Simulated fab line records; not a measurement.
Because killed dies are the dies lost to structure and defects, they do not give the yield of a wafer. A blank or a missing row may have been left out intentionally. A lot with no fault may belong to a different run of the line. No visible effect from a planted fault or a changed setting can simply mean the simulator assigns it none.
fab line records ; flow rit_cmos
record: lots: 5; wafers: 23
route steps=202 shown ACTIVE@2 FOX1@20 FOX2@25 PWELL@46 GATE@89 NLDD@104 NSD@139 PSD@150 SDANNEAL@156 CONTACT@173 M1@202
start_h: hours from the record's first day to the start of the lot's first wafer shown ; wait_h: how many hours have passed since the lot's step before this one ; " identical to the entry in the row above ; L1.1+2: one row covering several wafers at once ; - value missing, or start not given ; * or withheld: withheld ; < > ~ a bound
route shown NAME@n: names a module that has steps shown in the file, with the first one's number in the route ; usual: the fault-free wafers' mean and standard deviation ; same: alike in all rows ; chamber/n: place in a boat ; sites: each site's reading ; _std_site: the values' standard deviation ; _edge_site: mean of outer sites minus mean of inner sites ; radius_mm: how far each site lies from the wafer's centre ; mask NAME#n: copy n ; behind: tool/chamber where the wafer was last shaped ; hold: cause of the lot's hold/its duration in hours/its outcome ; device: which transistor (n, p or np) failed to switch ; end of line: the route-end tests of the same wafers ; step lacking rows: just its recipe ; killed: count of dies lost to structure and defects at first sort (not the wafer's yield) ; map: a wafer's dies, x killed, . not, _ none there
set.NAME: the setting that was run; set.NAME@STEP: the one run at that earlier step ; model.NAME: the simulator's own value behind a step, which no gauge read
one table per step and one row per wafer, for lots whose settings were changed on purpose
== steps ==
step: RIT_ACTIVE_OXIDATION_01
recipe: temp_c: 1000; ambient: O2; target_thk_a: 468; ox_time_s: 3360
lot.wafer;tool;chamber;start_h;wait_h;set.temp_c;model.SiO2_of_ACTIVE_OXIDATION_01.thk_nm
L074.1;-;-;-;0.1;1000;47.68
L074.2;-;-;-;0.1;1000;47.22
L074.3;-;-;-;0.1;1000;47.82
L074.4;-;-;-;0.1;1000;47.54
L074.6;-;-;-;0.1;1000;47.59
L075.2;furnace-04;0;15.12;0.1;1000;46.47
L075.3;furnace-04;0;15.12;0.1;1000;45.9
L075.5;furnace-04;0;15.12;0.1;1000;45.88
L076.1;-;-;-;0.1;1013;54.28
L076.3;-;-;-;0.1;1013;53.77
L076.4;-;-;-;0.1;1013;52.94
L076.5;-;-;-;0.1;1013;53.32
L076.6;-;-;-;0.1;1013;53.9
L077.1;-;-;-;0.1;987;42.15
L077.2;-;-;-;0.1;987;42.33
L077.3;-;-;-;0.1;987;42.21
L077.5;-;-;-;0.1;987;42.18
L077.6;-;-;-;0.1;987;42.74
L083.1;-;-;-;0.1;1000;46.13
L083.2;-;-;-;0.1;1000;46.49
L083.4;-;-;-;0.1;1000;45.6
L083.5;-;-;-;0.1;1000;47.04
L083.6;-;-;-;0.1;1000;46
step: RIT_ACTIVE_THK_MEAS_02
recipe: reads: SiO2_of_ACTIVE_OXIDATION_01
usual: ACTIVE_OXIDE_THK: 46.3/1.1
lot.wafer;tool;chamber;start_h;wait_h;set.temp_c@ACTIVE_OXIDATION_01;ACTIVE_OXIDE_THK[nm]
L074.1;film_metro-02;-;-;-;1000;47.7
L074.2;film_metro-02;-;-;-;1000;47.2
L074.3;film_metro-02;-;-;-;1000;47.8
L074.4;film_metro-02;-;-;-;1000;47.5
L074.6;film_metro-02;-;-;-;1000;47.6
L075.2;film_metro-02;-;17.06;0.0;1000;46.5
L075.3;film_metro-02;-;17.06;0.0;1000;45.9
L075.5;film_metro-02;-;17.06;0.0;1000;45.8
L076.1;film_metro-02;-;-;-;1013;54.3
L076.3;film_metro-02;-;-;-;1013;53.8
L076.4;film_metro-02;-;-;-;1013;52.9
L076.5;film_metro-02;-;-;-;1013;53.3
L076.6;film_metro-02;-;-;-;1013;53.9
L077.1;film_metro-01;-;-;-;987;42.2
L077.2;film_metro-01;-;-;-;987;42.3
L077.3;film_metro-01;-;-;-;987;42.2
L077.5;film_metro-01;-;-;-;987;42.2
L077.6;film_metro-01;-;-;-;987;42.7
L083.1;film_metro-03;-;-;-;1000;46.1
L083.2;film_metro-03;-;-;-;1000;46.5
L083.4;film_metro-03;-;-;-;1000;45.5
L083.5;film_metro-03;-;-;-;1000;47.0
L083.6;film_metro-03;-;-;-;1000;46.0
step: RIT_ACTIVE_CVD_03
recipe: material: Si3N4; target_thk_nm: 150; temp_c: 810; precursor: SiH2Cl2/NH3; time_s: 1500; pressure_mtorr: 300; sih2cl2_flow_sccm: 60; nh3_flow_sccm: 150
lot.wafer;tool;chamber;start_h;wait_h;set.nh3_flow_sccm
L074.1+2+3+4+6;-;-;-;0.1;170.9
L075.2+3+5;lpcvd-02;0;17.11;0.0;150
L076.1+3+4+5+6;-;-;-;0.1;166.9
L077.1+2+3+5+6;-;-;-;0.1;150
L083.1+2+4+5+6;-;-;-;0.1;150
step: RIT_ACTIVE_CLEAN_16
recipe: chemistry: dHF; dilution: 50:1; time_s: 30
lot.wafer;tool;chamber;start_h;wait_h;set.time_s
L074.1+2+3+4+6;-;-;-;0.0;28.25
L075.2+3+5;wet_bench-03;0;21.04;0.0;30
L076.1+3+4+5+6;-;-;-;0.0;27.94
L077.1+2+3+5+6;-;-;-;0.0;28.41
L083.1+2+4+5+6;-;-;-;0.0;30
step: RIT_ACTIVE_CLEAN_17
recipe: chemistry: SC2; mix: 3:3:50; time_s: 600; temp_c: 75; dry: n2_spin
step: RIT_FOX1_OXIDATION_00
recipe: temp_c: 1100; ambient: H2O; target_thk_a: 3507; p_h2o_torr: 720; ox_time_s: 1130
lot.wafer;tool;chamber;start_h;wait_h;set.nh3_flow_sccm@ACTIVE_CVD_03;model.Si3N4_of_ACTIVE_CVD_03.thk_nm
L074.1;furnace-01;0;16.38;0.9;170.9;158.6
L074.2;furnace-01;0;16.38;0.9;170.9;159.2
L074.3;furnace-01;0;16.38;0.9;170.9;158.1
L074.4+6;furnace-01;0;16.38;0.9;170.9;158
L075.2;furnace-01;0;21.73;0.5;150;143.6
L075.3;furnace-01;0;21.73;0.5;150;143.2
L075.5;furnace-01;0;21.73;0.5;150;143.4
L076.1;furnace-01;0;25.76;0.0;166.9;154.6
L076.3;furnace-01;0;25.76;0.0;166.9;155.7
L076.4;furnace-01;0;25.76;0.0;166.9;153.7
L076.5;furnace-01;0;25.76;0.0;166.9;154.7
L076.6;furnace-01;0;25.76;0.0;166.9;154.3
L077.1;furnace-01;0;30.51;0.0;150;142.5
L077.2;furnace-01;0;30.51;0.0;150;142.7
L077.3;furnace-01;0;30.51;0.0;150;141.1
L077.5;furnace-01;0;30.51;0.0;150;141.8
L077.6;furnace-01;0;30.51;0.0;150;141.5
L083.1;furnace-04;0;60.65;0.0;150;141.3
L083.2;furnace-04;0;60.65;0.0;150;140.8
L083.4;furnace-04;0;60.65;0.0;150;141.5
L083.5;furnace-04;0;60.65;0.0;150;140.1
L083.6;furnace-04;0;60.65;0.0;150;141.4
step: RIT_FOX1_WET_ETCH_02
recipe: chemistry: BOE; target_depth_nm: 350; time_s: 390; temp_c: 21.5; dry: n2_spin; dilution: 10:1; target: SiO2
step: RIT_FOX2_CLEAN_02
recipe: chemistry: dHF; dilution: 50:1; time_s: 180
step: RIT_FOX2_WET_ETCH_03
recipe: chemistry: H3PO4; target: Si3N4; target_depth_nm: 195; temp_c: 165; time_s: 2700
lot.wafer;tool;chamber;start_h;wait_h;set.temp_c@ACTIVE_OXIDATION_01;model.SiO2_of_ACTIVE_OXIDATION_01.thk_nm
L074.1;wet_bench-01;3;19.30;0.0;1000;39.56
L074.2;wet_bench-01;3;19.30;0.0;1000;38.37
L074.3;wet_bench-01;3;19.30;0.0;1000;42.11
L074.4;wet_bench-01;3;19.30;0.0;1000;41.68
L074.6;wet_bench-01;3;19.30;0.0;1000;39.5
L075.2;wet_bench-02;3;24.66;0.0;1000;40.9
L075.3;wet_bench-02;3;24.66;0.0;1000;40.24
L075.5;wet_bench-02;3;24.66;0.0;1000;40.72
L076.1;wet_bench-04;0;28.69;0.0;1013;47.65
L076.3;wet_bench-04;0;28.69;0.0;1013;47.75
L076.4;wet_bench-04;0;28.69;0.0;1013;46.58
L076.5;wet_bench-04;0;28.69;0.0;1013;47.31
L076.6;wet_bench-04;0;28.69;0.0;1013;47.85
L077.1;wet_bench-02;1;33.43;0.0;987;37.51
L077.2;wet_bench-02;1;33.43;0.0;987;37.05
L077.3;wet_bench-02;1;33.43;0.0;987;37.46
L077.5;wet_bench-02;1;33.43;0.0;987;36.08
L077.6;wet_bench-02;1;33.43;0.0;987;36.04
L083.1;wet_bench-02;1;63.59;0.0;1000;40.39
L083.2;wet_bench-02;1;63.59;0.0;1000;40.79
L083.4;wet_bench-02;1;63.59;0.0;1000;40.45
L083.5;wet_bench-02;1;63.59;0.0;1000;41.73
L083.6;wet_bench-02;1;63.59;0.0;1000;40.8
step: RIT_PWELL_HARDBAKE_07
recipe: resist: NOVOLAK; temp_c: 140; time_s: 120
lot.wafer;tool;chamber;start_h;wait_h;set.temp_c;model.NOVOLAK_of_PWELL_COAT_01.thk_nm
L074.1;litho_track-01;0;22.59;0.0;135.9;1145
L074.2+6;litho_track-01;0;22.59;0.0;140;1139
L074.3;litho_track-01;0;22.59;0.0;140;1136
L074.4;litho_track-01;0;22.59;0.0;135.9;1144
L075.2+5;litho_track-04;0;28.18;0.1;140;1134
L075.3;litho_track-04;0;28.18;0.1;140;1137
L076.1;litho_track-01;0;32.12;0.0;141.9;1136
L076.3+5;litho_track-01;0;32.12;0.0;140;1141
L076.4;litho_track-01;0;32.12;0.0;141.9;1135
L076.6;litho_track-01;0;32.12;0.0;140;1139
L077.1+3+5;litho_track-03;0;37.18;0.0;140;1140
L077.2;litho_track-03;0;37.18;0.0;140;1143
L077.6;litho_track-03;0;37.18;0.0;140;1142
L083.1;litho_track-01;0;66.94;0.0;135.9;1133
L083.2;litho_track-01;0;66.94;0.0;140;1126
L083.4;litho_track-01;0;66.94;0.0;140;1130
L083.5;litho_track-01;0;66.94;0.0;135.9;1136
L083.6;litho_track-01;0;66.94;0.0;140;1125
step: RIT_GATE_EXPOSE_13
recipe: mask_id: M6; na: 0.6; source_shape: conventional; sigma_outer: 0.6; target_cd_nm: 150; dose_mj: 380
lot.wafer;tool;chamber;start_h;wait_h;mask;set.dose_mj
L074.1+2+3+4+6;iline_stepper-02;0;36.29;0.1;M6#0;380
L075.2+3+5;iline_stepper-02;0;41.24;0.1;M6#0;380
L076.1+3;iline_stepper-02;0;45.63;0.1;M6#0;363.2
L076.4+5+6;iline_stepper-02;0;45.63;0.1;M6#0;380
L077.1+2+3+5+6;iline_stepper-02;0;51.65;0.1;M6#0;380
L083.1+2;iline_stepper-01;0;83.17;0.1;M6#0;380
L083.4+5+6;iline_stepper-01;0;83.17;0.1;M6#0;362
step: RIT_NLDD_COAT_01
recipe: resist: NOVOLAK; spin_rpm: 3250; resist_thk_nm: 1000
lot.wafer;tool;chamber;start_h;wait_h;set.resist_thk_nm;model.NOVOLAK_of_NLDD_COAT_01.thk_nm
L074.1;litho_track-04;0;41.02;0.1;1000;996.8
L074.2;litho_track-04;0;41.02;0.1;1000;996.9
L074.3;litho_track-04;0;41.02;0.1;1000;999.9
L074.4;litho_track-04;0;41.02;0.1;1000;997.6
L074.6;litho_track-04;0;41.02;0.1;1000;999.2
L075.2;litho_track-04;0;45.81;0.1;1000;997
L075.3;litho_track-04;0;45.81;0.1;1000;998
L075.5;litho_track-04;0;45.81;0.1;1000;996.2
L076.1;litho_track-04;0;50.48;0.1;1000;1000
L076.3+4;litho_track-04;0;50.48;0.1;1000;1001
L076.5;litho_track-04;0;50.48;0.1;1000;998.1
L076.6;litho_track-04;0;50.48;0.1;1000;996.8
L077.1;litho_track-03;0;55.93;0.1;1044;1044
L077.2;litho_track-03;0;55.93;0.1;1044;1045
L077.3;litho_track-03;0;55.93;0.1;1000;997
L077.5;litho_track-03;0;55.93;0.1;1000;998.4
L077.6;litho_track-03;0;55.93;0.1;1044;1042
L083.1;litho_track-04;0;87.44;0.1;1000;1001
L083.2;litho_track-04;0;87.44;0.1;983;983.8
L083.4;litho_track-04;0;87.44;0.1;983;984.1
L083.5;litho_track-04;0;87.44;0.1;983;984.3
L083.6;litho_track-04;0;87.44;0.1;1000;999.7
step: RIT_NLDD_SOFTBAKE_02
recipe: resist: NOVOLAK; temp_c: 90; time_s: 60
step: RIT_NLDD_EXPOSE_03
recipe: mask_id: M7; na: 0.57; target_cd_nm: 40700; dose_mj: 250
step: RIT_NLDD_DEVELOP_05
recipe: resist: NOVOLAK; develop_time_s: 50; dev_temp_c: 23
step: RIT_NLDD_HARDBAKE_07
recipe: resist: NOVOLAK; temp_c: 140; time_s: 60
lot.wafer;tool;chamber;start_h;wait_h;set.resist_thk_nm@NLDD_COAT_01;model.NOVOLAK_of_NLDD_COAT_01.thk_nm
L074.1;litho_track-04;0;41.78;0.0;1000;880.9
L074.2;litho_track-04;0;41.78;0.0;1000;881.1
L074.3;litho_track-04;0;41.78;0.0;1000;883.7
L074.4;litho_track-04;0;41.78;0.0;1000;881.7
L074.6;litho_track-04;0;41.78;0.0;1000;883.1
L075.2;litho_track-03;0;46.67;0.0;1000;881.2
L075.3;litho_track-03;0;46.67;0.0;1000;882
L075.5;litho_track-03;0;46.67;0.0;1000;880.4
L076.1;litho_track-04;0;51.65;0.3;1000;883.8
L076.3;litho_track-04;0;51.65;0.3;1000;884.7
L076.4;litho_track-04;0;51.65;0.3;1000;884.8
L076.5;litho_track-04;0;51.65;0.3;1000;882.1
L076.6;litho_track-04;0;51.65;0.3;1000;881
L077.1;litho_track-01;0;56.91;0.0;1044;922.1
L077.2;litho_track-01;0;56.91;0.0;1044;923.2
L077.3;litho_track-01;0;56.91;0.0;1000;881.2
L077.5;litho_track-01;0;56.91;0.0;1000;882.4
L077.6;litho_track-01;0;56.91;0.0;1044;920.1
L083.1;litho_track-03;0;88.39;0.0;1000;884.9
L083.2;litho_track-03;0;88.39;0.0;983;869.6
L083.4;litho_track-03;0;88.39;0.0;983;869.9
L083.5;litho_track-03;0;88.39;0.0;983;870.1
L083.6;litho_track-03;0;88.39;0.0;1000;883.6
step: RIT_NLDD_IMPLANT_08
recipe: species: P; energy_kev: 20; dose_cm2: 5e+14; tilt_deg: 7
lot.wafer;tool;chamber;start_h;wait_h;set.energy_kev;model.implant.rp_nm;model.implant.drp_nm
L074.1+2+3+4+6;implanter-03;0;41.93;0.1;20;27.2;12.97
L075.2+3+5;implanter-01;0;46.82;0.1;20;27.96;12.97
L076.1+4+5;implanter-01;0;51.80;0.1;20;28.01;12.97
L076.3+6;implanter-01;0;51.80;0.1;20.65;28.63;13.22
L077.1+2+3+5+6;implanter-04;0;57.06;0.1;20;27.62;12.97
L083.1+4+5;implanter-04;0;88.54;0.1;21.03;27.89;13.37
L083.2+6;implanter-04;0;88.54;0.1;20;26.96;12.97
step: RIT_NSD_IMPLANT_08
recipe: species: P; energy_kev: 25; dose_cm2: 1e+15; tilt_deg: 7
lot.wafer;tool;chamber;start_h;wait_h;set.dose_cm2
L074.1+2+3+4+6;implanter-02;0;47.67;0.1;1e+15
L075.2+3+5;implanter-04;0;52.28;0.1;1e+15
L076.1+4;implanter-04;0;57.42;0.1;1e+15
L076.3+5+6;implanter-04;0;57.42;0.1;1.028e+15
L077.1+2;implanter-02;0;62.81;0.1;1e+15
L077.3+5+6;implanter-02;0;62.81;0.1;9.744e+14
L083.1+4+6;implanter-02;0;94.34;0.1;9.332e+14
L083.2+5;implanter-02;0;94.34;0.1;1e+15
step: RIT_PSD_IMPLANT_08
recipe: species: BF2; energy_kev: 27; dose_cm2: 5e+15; tilt_deg: 7
lot.wafer;tool;chamber;start_h;wait_h;set.tilt_deg
L074.1+6;implanter-02;0;49.36;0.1;7
L074.2+3+4;implanter-02;0;49.36;0.1;7.958
L075.2+3+5;implanter-04;0;53.82;0.1;7
L076.1+3+5;implanter-02;0;58.97;0.1;7
L076.4+6;implanter-02;0;58.97;0.1;7.89
L077.1+3+5;implanter-03;0;64.23;0.1;6.045
L077.2+6;implanter-03;0;64.23;0.1;7
L083.1+2;implanter-04;0;95.76;0.1;7
L083.4+5+6;implanter-04;0;95.76;0.1;6.243
step: RIT_PSD_STRIP_09
recipe: chemistry: O2; time_s: 180; resist: NOVOLAK; platen_temp_c: withheld; power_w: 500; pressure_mtorr: 4000; o2_flow_sccm: 4000
step: RIT_SDANNEAL_RTA_03
recipe: temp_c: 1050; time_s: 4.9; idle_temp_c: 600; ramp_up_c_per_s: 342; ramp_down_c_per_s: 171; cool_to_c: 600; ambient: N2
step: RIT_SDANNEAL_RS_MEAS_05
recipe: thk_meas_gauge: four-point-probe
usual: NSD_RS: 84.51/0.29
lot.wafer;tool;chamber;start_h;wait_h;set.dose_cm2@NSD_IMPLANT_08;NSD_RS[ohm/sq]
L074.1;film_metro-02;-;50.31;0.1;1e+15;84.56
L074.2;film_metro-02;-;50.31;0.1;1e+15;84.39
L074.3;film_metro-02;-;50.31;0.1;1e+15;84.77
L074.4;film_metro-02;-;50.31;0.1;1e+15;84.54
L074.6;film_metro-02;-;50.31;0.1;1e+15;84.66
L075.2;film_metro-01;-;54.76;0.1;1e+15;84.23
L075.3;film_metro-01;-;54.76;0.1;1e+15;84.34
L075.5;film_metro-01;-;54.76;0.1;1e+15;84.27
L076.1;film_metro-03;-;59.93;0.1;1e+15;84.33
L076.3;film_metro-03;-;59.93;0.1;1.028e+15;83.18
L076.4;film_metro-03;-;59.93;0.1;1e+15;84.48
L076.5;film_metro-03;-;59.93;0.1;1.028e+15;83.02
L076.6;film_metro-03;-;59.93;0.1;1.028e+15;83.07
L077.1;film_metro-02;-;65.25;0.1;1e+15;84.82
L077.2;film_metro-02;-;65.25;0.1;1e+15;85.12
L077.3;film_metro-02;-;65.25;0.1;9.744e+14;86.88
L077.5;film_metro-02;-;65.25;0.1;9.744e+14;86.48
L077.6;film_metro-02;-;65.25;0.1;9.744e+14;86.86
L083.1;film_metro-03;-;96.69;0.1;9.332e+14;88.92
L083.2;film_metro-03;-;96.69;0.1;1e+15;84.20
L083.4;film_metro-03;-;96.69;0.1;9.332e+14;89.20
L083.5;film_metro-03;-;96.69;0.1;1e+15;84.15
L083.6;film_metro-03;-;96.69;0.1;9.332e+14;89.27
step: RIT_CONTACT_EXPOSE_05
recipe: mask_id: M11; na: 0.6; source_shape: conventional; sigma_outer: 0.5; target_cd_nm: 1000; dose_mj: 250
lot.wafer;tool;chamber;start_h;wait_h;mask;set.dose_mj
L074.1+3;iline_stepper-02;0;51.77;0.1;M11#0;266.9
L074.2+4+6;iline_stepper-02;0;51.77;0.1;M11#0;250
L075.2+3+5;iline_stepper-02;0;56.21;0.1;M11#0;250
L076.1+3+6;iline_stepper-02;0;61.37;0.1;M11#0;262.1
L076.4+5;iline_stepper-02;0;61.37;0.1;M11#0;250
L077.1+5;iline_stepper-01;0;67.02;0.2;M11#0;250
L077.2+3+6;iline_stepper-01;0;67.02;0.2;M11#0;231.7
L083.1+5+6;iline_stepper-02;0;98.13;0.1;M11#0;241.8
L083.2+4;iline_stepper-02;0;98.13;0.1;M11#0;250
step: RIT_CONTACT_PEB_06
recipe: resist: NOVOLAK; temp_c: withheld; time_s: withheld
step: RIT_CONTACT_DEVELOP_07
recipe: resist: NOVOLAK; develop_time_s: 120; dev_temp_c: 23
step: RIT_CONTACT_CD_MEAS_08
recipe: target_cd_nm: 1000
usual: cd_nm: 1000.6/2.9
lot.wafer;tool;chamber;start_h;wait_h;set.dose_mj@CONTACT_EXPOSE_05;cd_nm
L074.1;cd_sem-01;-;52.29;-;266.9;1018.9
L074.2;cd_sem-01;-;52.29;-;250;998.4
L074.3;cd_sem-01;-;52.29;-;266.9;1017.2
L074.4;cd_sem-01;-;52.29;-;250;998.7
L074.6;cd_sem-01;-;52.29;-;250;1001.0
L075.2;cd_sem-01;-;56.72;-;250;1002.9
L075.3;cd_sem-01;-;56.72;-;250;1001.2
L075.5;cd_sem-01;-;56.72;-;250;1002.5
L076.1;cd_sem-02;-;61.92;-;262.1;1008.8
L076.3;cd_sem-02;-;61.92;-;262.1;1010.9
L076.4;cd_sem-02;-;61.92;-;250;995.8
L076.5;cd_sem-02;-;61.92;-;250;994.8
L076.6;cd_sem-02;-;61.92;-;262.1;1009.1
L077.1;cd_sem-02;-;67.53;-;250;1005.0
L077.2;cd_sem-02;-;67.53;-;231.7;983.1
L077.3;cd_sem-02;-;67.53;-;231.7;983.8
L077.5;cd_sem-02;-;67.53;-;250;1004.6
L077.6;cd_sem-02;-;67.53;-;231.7;984.7
L083.1;cd_sem-01;-;98.64;-;241.8;985.2
L083.2;cd_sem-01;-;98.64;-;250;996.5
L083.4;cd_sem-01;-;98.64;-;250;996.0
L083.5;cd_sem-01;-;98.64;-;241.8;984.2
L083.6;cd_sem-01;-;98.64;-;241.8;985.7
step: RIT_CONTACT_HARDBAKE_10
recipe: resist: NOVOLAK; temp_c: 140; time_s: 60
step: RIT_CONTACT_ETCH_11
recipe: target_depth_a: 4800; over_etch_frac: 0.2; stop_on: TiSi2; chemistry: CHF3/CF4/Ar; target: SiO2; CHF3_flow_sccm: 50; cf4_flow_sccm: 10; Ar_flow_sccm: 100; O2_flow_sccm: 5; pressure_mtorr: 100; rf_w: 200; time_s: 320
lot.wafer;tool;chamber;start_h;wait_h;set.dose_mj@CONTACT_EXPOSE_05;model.CONTACT.cd_nm
L074.1;rie_diel-01;3;52.59;0.1;266.9;1019
L074.2;rie_diel-01;1;52.59;0.1;250;998.8
L074.3;rie_diel-01;0;52.59;0.1;266.9;1017
L074.4;rie_diel-01;3;52.59;0.1;250;999
L074.6;rie_diel-01;0;52.59;0.1;250;1001
L075.2;rie_diel-01;0;57.01;0.1;250;-
L075.3;rie_diel-01;3;57.01;0.1;250;1002
L075.5;rie_diel-01;1;57.01;0.1;250;1003
L076.1+6;rie_diel-02;2,0;62.31;0.1;262.1;1009
L076.3;rie_diel-02;0;62.31;0.1;262.1;1011
L076.4;rie_diel-02;2;62.31;0.1;250;995.9
L076.5;rie_diel-02;3;62.31;0.1;250;995.2
L077.1;rie_diel-04;1;67.84;0.1;250;1005
L077.2;rie_diel-04;3;67.84;0.1;231.7;983.4
L077.3;rie_diel-04;2;67.84;0.1;231.7;984.2
L077.5;rie_diel-04;3;67.84;0.1;250;1004
L077.6;rie_diel-04;2;67.84;0.1;231.7;984.8
L083.1;rie_diel-04;0;98.95;0.1;241.8;984.9
L083.2;rie_diel-04;1;98.95;0.1;250;996.2
L083.4;rie_diel-04;0;98.95;0.1;250;995.5
L083.5;rie_diel-04;2;98.95;0.1;241.8;983.8
L083.6;rie_diel-04;1;98.95;0.1;241.8;985.2
step: RIT_CONTACT_STRIP_12
recipe: chemistry: O2; time_s: 180; resist: NOVOLAK; platen_temp_c: withheld; power_w: 500; pressure_mtorr: 4000; o2_flow_sccm: 4000
step: RIT_CONTACT_CD_MEAS_90
recipe: target_cd_nm: 1000
usual: cd_nm: 1000.6/3
lot.wafer;tool;chamber;start_h;wait_h;set.dose_mj@CONTACT_EXPOSE_05;cd_nm
L074.1;cd_sem-01;-;52.96;0.1;266.9;1018.3
L074.2;cd_sem-01;-;52.96;0.1;250;998.8
L074.3;cd_sem-01;-;52.96;0.1;266.9;1016.7
L074.4;cd_sem-01;-;52.96;0.1;250;998.9
L074.6;cd_sem-01;-;52.96;0.1;250;1001.1
L075.2;cd_sem-01;-;57.40;0.1;250;1002.7
L075.3;cd_sem-01;-;57.40;0.1;250;1001.9
L075.5;cd_sem-01;-;57.40;0.1;250;1003.1
L076.1;cd_sem-02;-;62.68;0.1;262.1;1009.3
L076.3;cd_sem-02;-;62.68;0.1;262.1;1011.0
L076.4;cd_sem-02;-;62.68;0.1;250;995.6
L076.5;cd_sem-02;-;62.68;0.1;250;995.2
L076.6;cd_sem-02;-;62.68;0.1;262.1;1009.2
L077.1;cd_sem-01;-;68.21;0.1;250;1005.2
L077.2;cd_sem-01;-;68.21;0.1;231.7;983.4
L077.3;cd_sem-01;-;68.21;0.1;231.7;984.4
L077.5;cd_sem-01;-;68.21;0.1;250;1004.3
L077.6;cd_sem-01;-;68.21;0.1;231.7;985.0
L083.1;cd_sem-01;-;99.32;0.1;241.8;984.8
L083.2;cd_sem-01;-;99.32;0.1;250;996.1
L083.4;cd_sem-01;-;99.32;0.1;250;995.7
L083.5;cd_sem-01;-;99.32;0.1;241.8;983.3
L083.6;cd_sem-01;-;99.32;0.1;241.8;985.0
step: RIT_M1_PROBE_99
lot.wafer;tool;chamber;start_h;wait_h;set.dose_mj@GATE_EXPOSE_13;model.etest.nmos_0p15.drive_ua_um;model.etest.nmos_0p15.r_on_ohm_um;model.etest.nmos_turned.drive_ua_um;model.etest.pmos_0p15.drive_ua_um;model.etest.pmos_0p15.r_on_ohm_um;model.etest.pmos_turned.r_on_ohm_um
L074.1;prober-02;-;57.49;0.1;380;476.7;1112;343.6;260.4;2716;3326
L074.2;prober-02;-;57.54;0.1;380;477.3;1107;349;260.2;2704;3300
L074.3;prober-02;-;57.59;0.2;380;479.7;1106;345.4;264.7;2668;3313
L074.4;prober-02;-;57.64;0.2;380;485.3;1066;348;266.4;2642;3250
L074.6;prober-02;-;57.74;0.2;380;473.6;1106;334.5;255.9;2753;3384
L075.2;prober-01;-;62.04;0.1;380;483.6;1096;352.9;270.7;2652;3209
L075.3;prober-01;-;62.09;0.2;380;495;1085;360.7;275.1;2625;3199
L075.5;prober-01;-;62.19;0.2;380;497.8;1067;361.5;278.3;2606;3157
L076.1;prober-02;-;68.58;0.1;363.2;357;1354;280.1;195.2;3450;4085
L076.3;prober-02;-;68.68;0.2;363.2;350.1;1292;276;190.8;3456;4094
L076.4;prober-02;-;68.73;0.2;380;466.4;1040;339.3;262.6;2613;3234
L076.5;prober-02;-;68.78;0.2;380;439.5;1164;317.2;243.5;2870;3527
L076.6;prober-02;-;68.83;0.2;380;436.5;1125;321.1;246.9;2799;3422
L077.1;prober-01;-;72.86;0.1;380;481;1057;337.4;268.8;2621;3237
L077.2;prober-01;-;72.91;0.1;380;466.4;1125;329.8;258.8;2745;3412
L077.3;prober-01;-;72.96;0.2;380;485.8;1049;342.8;272.6;2580;3227
L077.5;prober-01;-;73.06;0.2;380;464.8;1122;341.6;263.1;2717;3323
L077.6;prober-01;-;73.11;0.2;380;457.4;1107;325.8;253.2;2734;3429
L083.1;prober-01;-;104.27;0.1;380;531.4;1064;361;305.4;2478;3068
L083.2;prober-01;-;104.32;0.1;380;535.6;1061;356.9;306.4;2468;3086
L083.5;prober-01;-;104.47;0.2;362;454;1202;324.9;253.3;2923;3539
killed by level:class
L075.2 GATE:geometric_particle:open=1 SILICIDE:geometric_particle:open=1 SILICIDE:geometric_particle:short=1
L075.3 GATE:geometric_particle:open=2 REOX:geometric_particle:short=2 FOX1:geometric_particle:short=1 FOX2:geometric_particle:short=1 SPACER:geometric_particle:open=1
L075.5 FOX1:geometric_particle:open=2 FOX1:geometric_particle:short=2 GATE:geometric_particle:open=1 GATE:geometric_particle:short=1 REOX:geometric_particle:open=1
== key ==
split: step: RIT_ACTIVE_OXIDATION_01; setting: temp_c; stated: 1000; by: lot
response: step: RIT_ACTIVE_OXIDATION_01; reading: model.SiO2_of_ACTIVE_OXIDATION_01.thk_nm; change: +4.35; per: 1%; r: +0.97
response: step: RIT_ACTIVE_THK_MEAS_02; reading: ACTIVE_OXIDE_THK; change: +4.36; per: 1%; r: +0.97
response: step: RIT_FOX2_WET_ETCH_03; reading: model.SiO2_of_ACTIVE_OXIDATION_01.thk_nm; change: +4.08; per: 1%; r: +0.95
split: step: RIT_ACTIVE_CVD_03; setting: nh3_flow_sccm; stated: 150; by: lot
response: step: RIT_FOX1_OXIDATION_00; reading: model.Si3N4_of_ACTIVE_CVD_03.thk_nm; change: +1.16; per: 1%; r: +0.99
split: step: RIT_ACTIVE_CLEAN_16; setting: time_s; stated: 30; by: lot
response none clear
split: step: RIT_PWELL_HARDBAKE_07; setting: temp_c; stated: 140; by: wafer
response: step: RIT_PWELL_HARDBAKE_07; reading: model.NOVOLAK_of_PWELL_COAT_01.thk_nm; change: -2.42; per: 1%; r: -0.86
split: step: RIT_GATE_EXPOSE_13; setting: dose_mj; stated: 380; by: wafer
response: step: RIT_M1_PROBE_99; reading: model.etest.pmos_0p15.r_on_ohm_um; change: -133; per: 1%; r: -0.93
response: step: RIT_M1_PROBE_99; reading: model.etest.pmos_turned.r_on_ohm_um; change: -134; per: 1%; r: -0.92
response: step: RIT_M1_PROBE_99; reading: model.etest.nmos_0p15.r_on_ohm_um; change: -41; per: 1%; r: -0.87
response: step: RIT_M1_PROBE_99; reading: model.etest.nmos_0p15.drive_ua_um; change: +19.5; per: 1%; r: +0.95
response: step: RIT_M1_PROBE_99; reading: model.etest.nmos_turned.drive_ua_um; change: +9.4; per: 1%; r: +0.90
response: step: RIT_M1_PROBE_99; reading: model.etest.pmos_0p15.drive_ua_um; change: +12.3; per: 1%; r: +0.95
split: step: RIT_NLDD_COAT_01; setting: resist_thk_nm; stated: 1000; by: wafer
response: step: RIT_NLDD_COAT_01; reading: model.NOVOLAK_of_NLDD_COAT_01.thk_nm; change: +10.3; per: 1%; r: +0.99
response: step: RIT_NLDD_HARDBAKE_07; reading: model.NOVOLAK_of_NLDD_COAT_01.thk_nm; change: +9.01; per: 1%; r: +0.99
split: step: RIT_NLDD_IMPLANT_08; setting: energy_kev; stated: 20; by: wafer
response: step: RIT_NLDD_IMPLANT_08; reading: model.implant.rp_nm; change: +0.183; per: 1%; r: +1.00
response: step: RIT_NLDD_IMPLANT_08; reading: model.implant.drp_nm; change: +0.0775; per: 1%; r: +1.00
split: step: RIT_NSD_IMPLANT_08; setting: dose_cm2; stated: 1e+15; by: wafer
response: step: RIT_SDANNEAL_RS_MEAS_05; reading: NSD_RS; change: -0.7; per: 1%; r: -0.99
split: step: RIT_PSD_IMPLANT_08; setting: tilt_deg; stated: 7; by: wafer
response none clear
split: step: RIT_CONTACT_EXPOSE_05; setting: dose_mj; stated: 250; by: wafer
response: step: RIT_CONTACT_CD_MEAS_08; reading: cd_nm; change: +2.89; per: 1%; r: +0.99
response: step: RIT_CONTACT_ETCH_11; reading: model.CONTACT.cd_nm; change: +2.85; per: 1%; r: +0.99
response: step: RIT_CONTACT_CD_MEAS_90; reading: cd_nm; change: +2.83; per: 1%; r: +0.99
